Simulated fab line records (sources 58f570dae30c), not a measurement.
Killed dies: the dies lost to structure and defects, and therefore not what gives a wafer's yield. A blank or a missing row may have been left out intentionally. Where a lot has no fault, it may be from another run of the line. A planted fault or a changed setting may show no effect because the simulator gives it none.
Which tool did it?	flow berkeleyCmos170	Sampling: 16 lots, 48 wafers, 3 of 331 route steps

WHAT THE GAUGES READ, wafer by wafer
UCB170_M3_CD_MEAS_15: target cd 700 nm. Usual: cdNm reads 700.2 nm (standard deviation 1.3).
lot	measured	on	cdNm (nm)	flag
L777	day 7 14:11	cdSem-01	700.4 700.4 701.3	
L780	day 9 01:40	cdSem-02	696.8 697.4 697.4	
L781	day 9 01:58	cdSem-01	700.5 697.8 699.6	
L782	day 9 08:59	cdSem-02	700.1 699.5 699.6	
L784	day 9 19:31	cdSem-02	697.8 698.4 697.7	
L785	day 10 00:44	cdSem-02	701.9 700.8 700.4	
L783	day 10 01:52	cdSem-01	700.5 700.9 700.1	
L787	day 10 07:25	cdSem-01	699.3 699.2 699.2	
L786	day 10 08:01	cdSem-02	698.9 700.0 699.5	
L788	day 10 10:35	cdSem-02	701.3 702.8 702.1	
L789	day 10 11:40	cdSem-02	700.1 698.7 698.6	
L790	day 11 04:23	cdSem-02	702.7 701.3 702.2	
L795	day 11 10:40	cdSem-01	700.1 699.4 699.8	
L797	day 12 00:57	cdSem-01	702.3 700.8 701.6	
L798	day 12 05:11	cdSem-01	701.7 700.7 701.0	
L799	day 12 23:07	cdSem-01	702.0 701.0 701.7	

TOOL THAT RAN EACH LOT (tool first, then ch and the chambers of the sampled wafers, then the start)
lot	UCB170_V2_CMP_02	UCB170_V2_STRIP_15
L777	cmp-01 ch 0,1,3, day 7 09:49	plasmaAsher-04 ch 0,1, day 7 11:37
L780	cmp-02 ch 0,1,2, day 8 17:57	plasmaAsher-02 ch 0,1, day 8 22:07
L781	cmp-01 ch 2,3, day 8 18:14	plasmaAsher-01 ch 0,1, day 8 22:23
L782	cmp-01 ch 2,3, day 9 04:21	plasmaAsher-01 ch 0,1, day 9 06:17
L784	cmp-01 ch 0,1, day 9 14:31	plasmaAsher-02 ch 0,1, day 9 16:49
L785	cmp-02 ch 0,2,3, day 9 18:17	plasmaAsher-04 ch 0,1, day 9 20:15
L783	cmp-01 ch 0,3, day 9 19:09	plasmaAsher-04 ch 0,1, day 9 21:56
L787	cmp-02 ch 0,1, day 10 00:43	plasmaAsher-04 ch 0,1, day 10 05:16
L786	cmp-01 ch 0,1,2, day 10 01:01	plasmaAsher-04 ch 0,1, day 10 05:31
L788	cmp-02 ch 2,3, day 10 06:10	plasmaAsher-04 ch 0, day 10 08:12
L789	cmp-01 ch 1,3, day 10 07:19	plasmaAsher-04 ch 0,1, day 10 09:21
L790	cmp-01 ch 0,3, day 10 23:53	plasmaAsher-04 ch 0, day 11 02:02
L795	cmp-02 ch 0,1, day 11 04:09	plasmaAsher-02 ch 0,1, day 11 07:06
L797	cmp-01 ch 0,1,3, day 11 20:20	plasmaAsher-01 ch 0,1, day 11 22:22
L798	cmp-02 ch 0,1, day 12 00:00	plasmaAsher-02 ch 0,1, day 12 02:56
L799	cmp-02 ch 0,1,2, day 12 17:31	plasmaAsher-02 ch 0,1, day 12 20:56
- UCB170_V2_CMP_02: polishes SiO2.
- UCB170_V2_STRIP_15: strips in O2.

WHAT THE TOOLS THEMSELVES READ (means of the sampled wafers that have a number; where no wafer has one, the mark that the record gives instead)
UCB170_V2_CMP_02. Usual: motorCurrentA reads 16.0 A (standard deviation 2).
lot	tool	motorCurrentA (A)	flag
L777	cmp-01	15.3	
L780	cmp-02	14.8	
L781	cmp-01	17.8	
L782	cmp-01	19.0	
L784	cmp-01	14.7	
L785	cmp-02	15.8	
L783	cmp-01	16.5	
L787	cmp-02	14.8	
L786	cmp-01	16.7	
L788	cmp-02	15.3	
L789	cmp-01	16.3	
L790	cmp-01	16.8	
L795	cmp-02	14.6	
L797	cmp-01	15.7	
L798	cmp-02	14.4	
L799	cmp-02	14.7	

UCB170_V2_STRIP_15. Usual: drypumpMotorCurrentA 6.1 A, standard deviation 0.61; o2FlowSccm 400.1 sccm, standard deviation 1.2; oesProductAu 0.722 a.u., standard deviation 0.0044; stripTimeToEndpointS 15.27 s, standard deviation 0.12.
lot	tool	drypumpMotorCurrentA (A)	o2FlowSccm (sccm)	oesProductAu (a.u.)	stripTimeToEndpointS (s)	flag
L777	plasmaAsher-04	6.6	399.9	0.720	15.32	
L780	plasmaAsher-02	6.1	399.0	0.722	15.45	
L781	plasmaAsher-01	5.5	400.7	0.725	15.21	
L782	plasmaAsher-01	5.5	400.3	0.717	15.22	
L784	plasmaAsher-02	5.8	400.3	0.723	15.16	
L785	plasmaAsher-04	6.5	400.3	0.717	15.28	
L783	plasmaAsher-04	6.6	399.1	0.722	15.29	
L787	plasmaAsher-04	6.5	400.0	0.725	15.29	
L786	plasmaAsher-04	6.5	332.4	0.699	16.02	OFF
L788	plasmaAsher-04	6.6	200.1	0.660	17.34	OFF
L789	plasmaAsher-04	6.5	266.2	0.678	16.68	OFF
L790	plasmaAsher-04	6.6	200.3	0.661	17.32	OFF
L795	plasmaAsher-02	5.9	400.0	0.725	15.28	
L797	plasmaAsher-01	5.1	401.2	0.718	15.41	
L798	plasmaAsher-02	6.1	401.0	0.722	15.24	
L799	plasmaAsher-02	6.1	399.1	0.721	15.26	

THE ANSWER, worked out from the rows above alone
Rule: lot off if the mean of its wafers having a number is beyond 3 standard deviations from the usual mean. A lot without any number at a reading at which 4 lots or more have one is off too. All remaining lots with rows at the step are treated as sound. First the gauges in route order, then the tools' own readings, where a lot's mean is used as printed above. At the first step where some lot is off, the reading lying furthest off is the one used; lots without a number count as furthest.
Off: L786, L788, L789, L790, at UCB170_V2_STRIP_15 (o2FlowSccm).
If a tool, at that step or one of the process steps before it, ran each lot that is off and ran no sound lot following the first of them, it fits. One candidate fits, namely plasmaAsher-04 at UCB170_V2_STRIP_15. A fault onset in the window from L787 (day 10 05:16, its last sound lot) to L786 (day 10 05:31, its first lot off) fits.
The tool's own readings at UCB170_V2_STRIP_15 bear it out: on the lots that are off they differ by more than 5 times the standard deviation of the sound lots' means. o2FlowSccm reads 249.8 sccm there against 400.1 sccm on the sound lots; oesProductAu reads 0.674 a.u. there against 0.721 a.u. on the sound lots; stripTimeToEndpointS reads 16.84 s there against 15.28 s on the sound lots.

WHAT WAS PUT IN BY THE SIMULATOR
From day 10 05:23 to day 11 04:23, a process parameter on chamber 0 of plasmaAsher-04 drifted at UCB170_V2_STRIP_15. From 400, the setting o2FlowSccm moved by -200. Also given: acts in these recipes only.
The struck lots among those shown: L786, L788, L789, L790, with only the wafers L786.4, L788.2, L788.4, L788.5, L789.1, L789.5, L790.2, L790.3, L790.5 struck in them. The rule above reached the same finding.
